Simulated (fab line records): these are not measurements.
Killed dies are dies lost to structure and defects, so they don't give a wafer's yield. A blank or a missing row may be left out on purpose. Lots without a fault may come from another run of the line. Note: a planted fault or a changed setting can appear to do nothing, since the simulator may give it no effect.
Tool commonality check    flow berkeley_cmos170    Sampled: 14 lots, 42 wafers

## REASON IT WAS OPENED
UCB170_WELLDRIVE_THK_MEAS_02, reading WELLDRIVE_OXIDE_THK: flagged on 2 of 14 lots. Fault-free wafers read 198 nm, with a standard deviation of 3.
Rule: a lot gets a flag if all its wafers with a number sit over 4 standard deviations from that mean, or if no wafer of it has a number. As for the other lots, they are considered sound.

lot   measured     on             WELLDRIVE_OXIDE_THK (nm), wafer by wafer  flag
L182  day 4 02:51  film_metro-02  200 198 199                               
L183  day 4 02:51  film_metro-04  198 195 198                               
L185  day 4 11:59  film_metro-01  201 202 203                               
L187  day 5 00:35  film_metro-04  199 203 198                               
L188  day 5 00:35  film_metro-01  201 202 201                               
L191  day 5 15:16  film_metro-02  198 194 195                               
L190  day 5 15:17  film_metro-01  193 198 196                               
L192  day 6 01:54  film_metro-02  196 198 197                               
L194  day 6 01:56  film_metro-01  195 198 194                               
L195  day 6 16:52  film_metro-04  195 196 196                               
L196  day 7 05:57  film_metro-02  198 201 199                               
L200  day 7 15:14  film_metro-01  228 229 226                               FLAGGED
L199  day 7 15:14  film_metro-02  222 222 222                               FLAGGED
L205  day 8 17:51  film_metro-01  192 193 195                               
The numbers of the flagged lots are 225 nm on average: +27 nm against the usual, or +9 standard deviations.

## LOT BY LOT: THE TOOL USED
The record keeps 1 process step preceding the reading, out of 331 steps on the route. In each cell: the tool, then ch and the chambers that the sampled wafers went through, then the start.
lot   flag     UCB170_WELLDRIVE_OXIDATION_01
L182           furnace-04 ch 0, day 3 23:21
L183           furnace-04 ch 0, day 3 23:21
L185           furnace-02 ch 0, day 4 08:29
L187           furnace-01 ch 0, day 4 21:05
L188           furnace-01 ch 0, day 4 21:05
L191           furnace-02 ch 0, day 5 11:46
L190           furnace-02 ch 0, day 5 11:46
L192           furnace-02 ch 0, day 5 22:22
L194           furnace-02 ch 0, day 5 22:22
L195           furnace-01 ch 0, day 6 13:20
L196           furnace-01 ch 0, day 7 02:27
L200  FLAGGED  furnace-02 ch 0, day 7 11:43
L199  FLAGGED  furnace-02 ch 0, day 7 11:43
L205           furnace-04 ch 0, day 8 14:20
What these steps do:
- UCB170_WELLDRIVE_OXIDATION_01: target thk 199 nm, ox time 9000 s.
- UCB170_WELLDRIVE_THK_MEAS_02

## FLAGGED AGAINST TOTAL, ONE TOOL AT A TIME (gauges that did the reading follow at the end)
step                           tool           lots run  flagged  share of the flagged lots  sound lots run after its first flagged lot
UCB170_WELLDRIVE_OXIDATION_01  furnace-01     4         0        none                       -
UCB170_WELLDRIVE_OXIDATION_01  furnace-02     7         2        all                        0
UCB170_WELLDRIVE_OXIDATION_01  furnace-04     3         0        none                       -
UCB170_WELLDRIVE_THK_MEAS_02   film_metro-01  6         1        some                       1 (L205)
UCB170_WELLDRIVE_THK_MEAS_02   film_metro-02  5         1        some                       0
UCB170_WELLDRIVE_THK_MEAS_02   film_metro-04  3         0        none                       -

## THE TABLE: WHAT IT ALLOWS
All flagged lots share 1 row of the table, namely furnace-02 at UCB170_WELLDRIVE_OXIDATION_01.
- furnace-02 at UCB170_WELLDRIVE_OXIDATION_01 ran 7 lots, 2 of them flagged. Its last sound lot is L192 (day 5 22:22), its first flagged lot L199 (day 7 11:43): a fault that began between those two fits.
One tool is left: furnace-02 at UCB170_WELLDRIVE_OXIDATION_01.

## WHAT THE SIMULATOR HAD PUT IN
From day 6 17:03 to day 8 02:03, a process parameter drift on furnace-02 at UCB170_WELLDRIVE_OXIDATION_01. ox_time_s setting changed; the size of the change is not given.
Shown lots that were struck: L200, L199. Same finding as the rule above.
